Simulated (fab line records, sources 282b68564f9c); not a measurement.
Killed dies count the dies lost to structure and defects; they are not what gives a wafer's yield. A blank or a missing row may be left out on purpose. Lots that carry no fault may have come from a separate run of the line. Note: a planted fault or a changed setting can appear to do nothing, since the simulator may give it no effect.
What tool caused it?	flow rit_cmos	Sampling: 8 lots, 24 wafers, 2 of 202 route steps

WHAT EACH GAUGE READ, for each wafer
RIT_NWELL_OVL_MEAS_06.
lot	measured	on	NWELL_OVL (nm)
L171	day 2 18:16	overlay-02	2.2 3.0 2.3
L173	day 3 05:01	overlay-02	1.8 1.5 0.4
L175	day 3 14:08	overlay-01	-1.3 0.6 -0.2
L178	day 4 07:44	overlay-01	0.1 -0.5 1.1
L181	day 4 19:35	overlay-01	-150.6 -150.6 -150.1
L184	day 5 07:04	overlay-02	-149.6 -151.8 -150.3
L188	day 6 01:21	overlay-02	-0.8 2.2 1.1
L191	day 6 19:02	overlay-01	2.3 1.0 0.7

WHICH TOOL RAN EACH LOT (tool, then ch and the chambers of the sampled wafers, then the start)
lot	RIT_NWELL_EXPOSE_03
L171	iline_stepper-02 ch 0, day 2 17:53
L173	iline_stepper-02 ch 0, day 3 04:37
L175	iline_stepper-01 ch 0, day 3 13:40
L178	iline_stepper-02 ch 0, day 4 07:20
L181	iline_stepper-02 ch 0, day 4 19:10
L184	iline_stepper-02 ch 0, day 5 06:41
L188	iline_stepper-01 ch 0, day 6 00:58
L191	iline_stepper-01 ch 0, day 6 18:37
- RIT_NWELL_EXPOSE_03: exposes mask M2, target cd 43900 nm.

THE ANSWER, worked out from the rows above alone
Rule: usual is defined by the lots themselves. The widest of any qualifying gaps counts: lots, ordered by their means at a reading, are off when they make up no more than a third of the lots, leave a main group of 4 or more, and stand apart from it by 3 or more times the standard deviation of that group's means. Not used: any main group whose means are identical at the precision the tables above print for the reading. A lot without any number at a reading at which 4 lots or more have one is off too. Where the step has rows for the other lots, those lots are counted as sound.
Off: L181, L184, at RIT_NWELL_OVL_MEAS_06 (NWELL_OVL). For the main group the mean is 1.0 nm and the standard deviation 0.89.
If a tool, at a process step before that reading, ran all the lots that are off and no sound lot after the first of them, it fits. The gauges at RIT_NWELL_OVL_MEAS_06 are tried like those tools. One fits: RIT_NWELL_EXPOSE_03 on iline_stepper-02. A fault onset in the window from L178 (day 4 07:20, its last sound lot) to L181 (day 4 19:10, its first lot off) fits.

WHAT HAD BEEN PUT IN BY THE SIMULATOR
Scanner matching overlay: iline_stepper-02, from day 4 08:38 on, at RIT_NWELL_EXPOSE_03. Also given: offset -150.
Lots struck among those shown: L181, L184. The rule given above showed the same thing.
